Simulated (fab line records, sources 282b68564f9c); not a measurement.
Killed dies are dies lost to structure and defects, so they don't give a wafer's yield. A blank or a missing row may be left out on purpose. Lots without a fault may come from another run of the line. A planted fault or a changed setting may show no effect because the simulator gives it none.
A struck lot beside a sound one | flow rit_cmos | 15 steps out of a route of 202
Sound: wafers L843.1, L843.3, L843.4. Struck: wafer L856.2. (L856.1, L856.6 of the same lot were not struck and are left out.) The cause comes at the end.
At each step with rows: each side's tool, then ch and its chambers, then its first start. Under that, the readings that differ: sound wafers | struck wafers | difference of the means | sigmas: that difference in standard deviations of wafers without a fault.
alike: readings whose means differ by less than 2 such deviations, and words and numbers that are the same on both sides. not compared: withheld readings, readings that some wafer has no value for, bounds like >300 that may hide the same value, and numbers for which the record gives no deviation and whose values overlap.
The two part at a step that has a row with sigmas, a row that says differs or no value, or rows on one side only. Numbers that don't overlap but have no deviation are shown without sigmas and don't part them. A reading that every wafer of one side lacks parts them only if that side has two wafers or more.

RIT_CONTACT_CVD_00: deposits SiO2 from TEOS, target thk 400 nm, time 61 s.
  sound on pecvd-02 ch 0,1, day 3 14:46; struck on pecvd-01 ch 2, day 6 01:17
  alike: heater_power_w
RIT_CONTACT_THK_MEAS_01:
  sound on film_metro-03, day 3 14:49; struck on film_metro-02, day 6 01:20
  alike: CONTACT_TEOS_THK
then, 6 steps without rows for these wafers: RIT_CONTACT_HMDS_02 (prime time 60 s); RIT_CONTACT_COAT_03 (resist thk 1000 nm); RIT_CONTACT_SOFTBAKE_04 (time 60 s); RIT_CONTACT_EXPOSE_05 (exposes mask M11, target cd 1000 nm); RIT_CONTACT_PEB_06; RIT_CONTACT_DEVELOP_07 (develop time 120 s).
RIT_CONTACT_CD_MEAS_08: target cd 1000 nm.
  sound on cd_sem-01, day 3 15:58; struck on cd_sem-02, day 6 02:32
  alike: cd_nm
RIT_CONTACT_OVL_MEAS_09:
  sound on overlay-01, day 3 16:05; struck on overlay-01, day 6 02:40
  alike: CONTACT_OVL
then, 1 step without rows for these wafers: RIT_CONTACT_HARDBAKE_10 (time 60 s).
RIT_CONTACT_ETCH_11: etches SiO2 in CHF3/CF4/Ar, stops on TiSi2, target depth 480 nm, time 326.9 s.
  sound on rie_diel-04 ch 0,2,3, day 3 16:16; struck on rie_diel-04 ch 0, day 6 02:51
  alike: drypump_motor_current_A, oes_product_au, throttle_valve_pct
  not compared: rf_hours_counter_h
RIT_CONTACT_STRIP_12: strips in O2, time 180 s.
  sound on plasma_asher-02 ch 0,1, day 3 16:28; struck on plasma_asher-02 ch 0, day 6 03:02
  reading          | sound             | struck | difference | sigmas
  run_length_s (s) | 207.9 208.1 207.3 | 197.2  | -10.6      | -24
  alike: drypump_motor_current_A
  not compared: rf_hours_counter_h
RIT_CONTACT_CD_MEAS_90: target cd 1000 nm.
  sound on cd_sem-02, day 3 16:38; struck on cd_sem-02, day 6 03:13
  alike: cd_nm
RIT_M1_PROBE_99:
  sound on prober-02, day 3 21:15; struck on prober-01, day 6 07:53
  reading | sound | struck                   | difference                   | sigmas
  hold    | - - - | await_dispo/3.3h/release | no value on the sound wafers |
  alike: killed_at_contacts, killed_at_front_end, killed_dies, killed_open, killed_short

WHERE THEY PART
First at RIT_CONTACT_STRIP_12; last, within this record, at RIT_M1_PROBE_99.

WHY: what the simulator had put in
Process parameter drift: plasma_asher-02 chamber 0, from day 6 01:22 on, at RIT_CONTACT_STRIP_12. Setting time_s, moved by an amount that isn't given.
